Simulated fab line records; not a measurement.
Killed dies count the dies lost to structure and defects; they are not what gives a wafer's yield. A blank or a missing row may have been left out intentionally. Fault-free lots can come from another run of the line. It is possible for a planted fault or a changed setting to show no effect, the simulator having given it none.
A struck lot beside a sound one || flow berkeley-cmos170 || 43 steps out of a route of 331
Sound: the wafers L734.2, L734.3, L734.5. Struck: wafers L742.2, L742.5, L742.6. The cause is named last.
Order at every step that has rows: each side's tool, ch and its chambers, its first start. Under that, the readings that differ: sound wafers || struck wafers || difference of the means || sigmas: that difference in standard deviations of wafers without a fault.
alike: same words and numbers on both sides, and readings whose means sit less than 2 such deviations apart. not compared: any withheld reading, any reading some wafer has no value for, any bound like >300 that may hide the same value, and any number with overlapping values for which the record gives no deviation.
Wherever a step has rows on one side only, a row that says differs or no value, or a row with sigmas, the two part there. Numbers that have no deviation but don't overlap get no sigmas and don't part them. A reading missing from all wafers of one side parts the sides only when that side holds two or more wafers.

first, 4 steps without rows for these wafers: UCB170_PVT_SOFTBAKE_02 (time 60 s); UCB170_PVT_EXPOSE_03 (exposes mask NWELL, target cd 3000 nm); UCB170_PVT_PEB_04; UCB170_PVT_DEVELOP_05 (develop time 45 s).
UCB170_PVT_OVL_MEAS_06:
  sound: overlay-02 at day 6 18:02; struck: overlay-02 at day 7 18:32
  alike: PVT_OVL
following that, these wafers have no rows for 1 step: UCB170_PVT_IMPLANT_07.
UCB170_PVT_STRIP_08: strips in O2.
  sound on plasma-asher-01 ch 0,1, day 6 18:17; struck on plasma-asher-01 ch 0,1, day 7 18:43
  alike: drypump-motor-current-A, oes-product-au, strip-time-to-endpoint-s
  not compared: rf-hours-counter-h
UCB170_PVT_TW_MEAS_09:
  sound: film-metro-02 at day 6 18:23; struck: film-metro-02 at day 7 18:49
  alike: PVT_TW
then, 1 step without rows for these wafers: UCB170_GATE_WET_ETCH_00 (etches SiO2 in dHF, time 200 s).
UCB170_FIELD_THK_MEAS_91:
  sound: film-metro-01 at day 6 18:50; struck: film-metro-04 at day 7 19:04
  alike: FIELD_OXIDE_LEFT_2_THK
then, 1 step without rows for these wafers: UCB170_GATE_OXIDATION_01 (target thk 6.6 nm, ox time 1800 s).
UCB170_GATE_THK_MEAS_02:
  sound: film-metro-04 at day 6 23:19; struck: film-metro-03 at day 8 01:04
  alike: GATE_OXIDE_THK
UCB170_GATE_ANNEAL_03: time 1800 s.
  sound on furnace-02 ch 0, day 7 03:25; struck on furnace-04 ch 0, day 8 05:49
  alike: spike-tc-load-C
then, 1 step without rows for these wafers: UCB170_GATE_CVD_04 (deposits poly-Si from SiH4, time 1440 s, target thk 214 nm).
UCB170_GATE_THK_MEAS_05:
  sound: film-metro-04 at day 7 07:24; struck: film-metro-04 at day 8 10:48
  alike: GATE_POLY_THK
then, 6 steps without rows for these wafers: UCB170_GATE_COAT_06; UCB170_GATE_COAT_07 (resist thk 900 nm); UCB170_GATE_SOFTBAKE_08 (time 60 s); UCB170_GATE_EXPOSE_09 (exposes mask POLY, target cd 350 nm); UCB170_GATE_PEB_10; UCB170_GATE_DEVELOP_11 (develop time 45 s).
UCB170_GATE_CD_MEAS_12 targets a cd of 350 nm.
  sound: cd-sem-02 at day 7 08:26; struck: cd-sem-02 at day 8 12:09
  alike: cd-nm
UCB170_GATE_OVL_MEAS_13:
  sound: overlay-02 at day 7 08:33; struck: overlay-01 at day 8 12:15
  alike: GATE_OVL
UCB170_GATE_ETCH_14: etches BARC in N2/H2.
  sound on rie-diel-03 ch 1,3, day 7 08:35; struck on rie-diel-01 ch 0,1, day 8 12:17
  alike: drypump-motor-current-A, oes-product-au, throttle-valve-pct
UCB170_GATE_ETCH_15: etches poly-Si in HBr/Cl2, stops on SiO2, time 56.3 s, target depth 278.2 nm.
  sound on rie-si-01 ch 0,1, day 7 08:37; struck on rie-si-01 ch 0,1,2, day 8 12:20
  alike: drypump-motor-current-A, oes-product-au, throttle-valve-pct
  not compared: rf-hours-counter-h
UCB170_GATE_STRIP_16: strips in O2.
  sound on plasma-asher-01 ch 1, day 7 08:40; struck on plasma-asher-02 ch 0,1, day 8 12:22
{"reading": "drypump-motor-current-A (A)", "sound": "5.5 5.5 5.5", "struck": "6.2 6.1 6.4", "difference": "+0.7", "sigmas": "+2"}
  alike: oes-product-au
  not compared: rf-hours-counter-h
UCB170_GATE_CD_MEAS_90 targets a cd of 350 nm.
  sound: cd-sem-02 at day 7 08:48; struck: cd-sem-02 at day 8 12:32
  alike: cd-nm
then, 7 steps without rows for these wafers: UCB170_GATE_CLEAN_17 (cleans in SPM, time 600 s); UCB170_PLDD_HMDS_00 (prime time 60 s); UCB170_PLDD_COAT_01 (resist thk 900 nm); UCB170_PLDD_SOFTBAKE_02 (time 60 s); UCB170_PLDD_EXPOSE_03 (exposes mask PSELECT, target cd 1200 nm); UCB170_PLDD_PEB_04; UCB170_PLDD_DEVELOP_05 (develop time 45 s).
UCB170_PLDD_CD_MEAS_06 targets a cd of 1200 nm.
  sound: cd-sem-02 at day 7 10:00; struck: cd-sem-02 at day 8 13:43
  alike: cd-nm
UCB170_PLDD_OVL_MEAS_07:
  sound: overlay-02 at day 7 10:06; struck: overlay-01 at day 8 13:49
  alike: PLDD_OVL
then, 2 steps without rows for these wafers: UCB170_PLDD_IMPLANT_08; UCB170_PLDD_IMPLANT_09.
UCB170_PLDD_STRIP_10: strips in O2.
  sound on plasma-asher-02 ch 0,1, day 7 10:26; struck on plasma-asher-03 ch 0,1, day 8 14:08
  alike: drypump-motor-current-A, oes-product-au, strip-time-to-endpoint-s
  not compared: rf-hours-counter-h
UCB170_PLDD_TW_MEAS_11:
  sound: film-metro-02 at day 7 10:32; struck: film-metro-04 at day 8 14:15
  alike: PLDD_TW
then, 2 steps without rows for these wafers: UCB170_PLDD_CLEAN_12 (cleans in SPM, time 600 s); UCB170_NLDD_HMDS_00 (prime time 60 s).
UCB170_M3_PROBE_99:
  sound: prober-02 at day 8 22:00; struck: prober-02 at day 10 03:09
{"reading": "model.etest.diode-nwell-sub.leak-log10-a-cm2", "sound": "-7.512 -7.435 -7.249", "struck": "-5.759 -6.24 -6.405", "difference": "+1.264", "sigmas": ""}
{"reading": "model.etest.diode-nplus-pwell.leak-log10-a-cm2", "sound": "-7.703 -7.605 -7.947", "struck": "-6.731 -6.794 -6.627", "difference": "+1.034", "sigmas": ""}
{"reading": "model.etest.contact-diode-array.leak-log10-a (angstrom)", "sound": "-11.53 -11.39 -11.65", "struck": "-10.7 -10.58 -10.7", "difference": "+0.9", "sigmas": ""}
{"reading": "model.etest.diode-nplus-comb.leak-log10-a-cm2", "sound": "-7.424 -7.515 -7.466", "struck": "-6.703 -6.673 -6.654", "difference": "+0.792", "sigmas": ""}
{"reading": "model.etest.diode-pplus-nwell.leak-log10-a-cm2", "sound": "-7.801 -7.559 -7.597", "struck": "-6.728 -6.829 -6.769", "difference": "+0.877", "sigmas": ""}
{"reading": "model.etest.diode-pplus-comb.leak-log10-a-cm2", "sound": "-7.518 -7.353 -7.175", "struck": "-6.602 -6.92 -7.12", "difference": "+0.468", "sigmas": ""}
{"reading": "model.etest.select-edge-diode-n.leak-log10-a (angstrom)", "sound": "-12.08 -11.95 -12.08", "struck": "-11.46 -11.53 -11.57", "difference": "+0.52", "sigmas": ""}
  not compared: model.etest.select-edge-diode-p.leak-log10-a

== WHERE THEY PART ==
UCB170_GATE_STRIP_16 only, going by this record. Later steps at which nothing parts them and some readings are alike: UCB170_GATE_CD_MEAS_90, UCB170_PLDD_CD_MEAS_06, UCB170_PLDD_OVL_MEAS_07, UCB170_PLDD_STRIP_10, UCB170_PLDD_TW_MEAS_11.

WHY: what had been put in by the simulator
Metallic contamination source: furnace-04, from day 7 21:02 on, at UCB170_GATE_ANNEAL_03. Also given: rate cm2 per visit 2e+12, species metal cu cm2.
